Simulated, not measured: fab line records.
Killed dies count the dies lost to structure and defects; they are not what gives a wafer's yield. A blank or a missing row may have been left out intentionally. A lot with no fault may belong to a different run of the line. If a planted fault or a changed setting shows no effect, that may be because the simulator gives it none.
Split-lot experiment + flow berkeley_cmos170 + 5 lots, 23 wafers read, on a route of 331 steps

== ABOUT THE SPLIT ==
At UCB170_CONTACT_COAT_10 (resist thk 900 nm), the setting resist_thk_nm was moved away from the recipe's 900 nm on 7 of the 23 wafers read, by -5.2% to -2.6%. For the rest of the wafers, this setting stayed at what the recipe calls for.

== FROM THE SPLIT TO THE READING: what the file shows between them, 3 steps ==
- UCB170_CONTACT_SOFTBAKE_11: time 60 s
- UCB170_CONTACT_EXPOSE_12: exposes mask CONT, target cd 700 nm
- UCB170_CONTACT_ETCH_17: etches BARC in N2/H2

== THE READING ==
KrF_of_CONTACT_COAT_10.thk_nm (the simulator's own value, which no gauge read), in nm, at UCB170_CONTACT_ETCH_18 (etches PSG in CHF3/CF4/Ar, stops on TiSi2, target depth 840 nm, time 195 s). The file gives no usual value for it. Across the 16 wafers here that went through the recipe, the average is 692.9 nm and the standard deviation 2.4 nm.

| wafer  | tool, chamber at the split | resist_thk_nm as run, nm | against the recipe | KrF_of_CONTACT_COAT_10.thk_nm, nm | against lot-mates on the recipe |
|--------|----------------------------|--------------------------|--------------------|-----------------------------------|---------------------------------|
| L075.1 | litho_track-03, 0          | 900                      | recipe             | 689.9                             | -                               |
| L075.2 | litho_track-03, 0          | 900                      | recipe             | 688.9                             | -                               |
| L075.3 | litho_track-03, 0          | 900                      | recipe             | 688.4                             | -                               |
| L074.1 | litho_track-02, 0          | 900                      | recipe             | 693.2                             | -                               |
| L074.2 | litho_track-02, 0          | 876.5                    | -2.6%              | 671.2                             | -23.4                           |
| L074.4 | litho_track-02, 0          | 876.5                    | -2.6%              | 673.1                             | -21.5                           |
| L074.5 | litho_track-02, 0          | 876.5                    | -2.6%              | 668.9                             | -25.7                           |
| L074.6 | litho_track-02, 0          | 900                      | recipe             | 696                               | -                               |
| L081.1 | litho_track-04, 0          | 900                      | recipe             | 694.6                             | -                               |
| L081.2 | litho_track-04, 0          | 852.9                    | -5.2%              | 642.7                             | -51.0                           |
| L081.4 | litho_track-04, 0          | 852.9                    | -5.2%              | 643                               | -50.7                           |
| L081.5 | litho_track-04, 0          | 900                      | recipe             | 692.3                             | -                               |
| L081.6 | litho_track-04, 0          | 900                      | recipe             | 694.3                             | -                               |
| L080.1 | litho_track-02, 0          | 900                      | recipe             | 695.6                             | -                               |
| L080.2 | litho_track-02, 0          | 852.9                    | -5.2%              | 652.4                             | -43.0                           |
| L080.3 | litho_track-02, 0          | 852.9                    | -5.2%              | 647.7                             | -47.7                           |
| L080.4 | litho_track-02, 0          | 900                      | recipe             | 695.8                             | -                               |
| L080.5 | litho_track-02, 0          | 900                      | recipe             | 694.8                             | -                               |
| L082.1 | litho_track-02, 0          | 900                      | recipe             | 693.2                             | -                               |
| L082.6 | litho_track-02, 0          | 900                      | recipe             | 693.2                             | -                               |
| L082.2 | litho_track-02, 0          | 900                      | recipe             | 689.7                             | -                               |
| L082.3 | litho_track-02, 0          | 900                      | recipe             | 694.3                             | -                               |
| L082.4 | litho_track-02, 0          | 900                      | recipe             | 692.7                             | -                               |

FIT RESULTS
A straight line over all 23 wafers: KrF_of_CONTACT_COAT_10.thk_nm changes by +8.82 nm for each +1% of resist_thk_nm; r = +0.99; the points scatter about the line by 2.8 nm.
The same after taking each lot's own level away (the mean of its wafers on the recipe; 23 wafers): +9.17 nm for each +1%; r = +1.00; scatter 1.9 nm.
The reading moves by 48 nm for the largest change in resist_thk_nm, on that fit.
The lots' own levels span 689.07 to 695.40 nm, that is 2.6 times the standard deviation above.
Hence the lot-to-lot level has little effect on the slope; both slopes agree.
Check: -47.1 nm against its lot-mates is what the line predicts for one of the wafers moved furthest among these (-5.2%) when that wafer is left out of the fit. It came out at -51 nm against them.

== ADDITIONAL SPLITS CARRIED BY THESE WAFERS ==
Note: prior to the reading, these wafers also went through further splits. Each is held against what the fit with the lots' levels taken away leaves over:
| other split on the same wafers    | wafers away from the commonest value | r with KrF_of_CONTACT_COAT_10.thk_nm (lot level and that fit taken away) |
|-----------------------------------|--------------------------------------|--------------------------------------------------------------------------|
| UCB170_SPACER_CVD_00 time_s       | 8                                    | +0.05                                                                    |
| UCB170_PSD_IMPLANT_08 dose_cm2    | 8                                    | -0.14                                                                    |
| UCB170_BACKSIDE_STRIP_03 power_w  | 11                                   | +0.07                                                                    |
| UCB170_SILICIDE_SPUTTER_01 time_s | 6                                    | -0.05                                                                    |

== THE WHOLE CHAIN: every reading that the file lists as answering this split, in the file's order ==
| step                   | what it does                                                               | reading                                                                        | change (the file's fit)              | r (the file's) |
|------------------------|----------------------------------------------------------------------------|--------------------------------------------------------------------------------|--------------------------------------|----------------|
| UCB170_CONTACT_COAT_10 | resist thk 900 nm                                                          | KrF_of_CONTACT_COAT_10.thk_nm (the simulator's own value, which no gauge read) | +9.07 nm for each +1% of the setting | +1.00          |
| UCB170_CONTACT_ETCH_18 | etches PSG in CHF3/CF4/Ar, stops on TiSi2, target depth 840 nm, time 195 s | KrF_of_CONTACT_COAT_10.thk_nm (the simulator's own value, which no gauge read) | +9.17 nm for each +1% of the setting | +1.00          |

== THE FILE'S OWN FIT ==
KrF_of_CONTACT_COAT_10.thk_nm changes by +9.17 nm for each +1% of resist_thk_nm, r = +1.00.
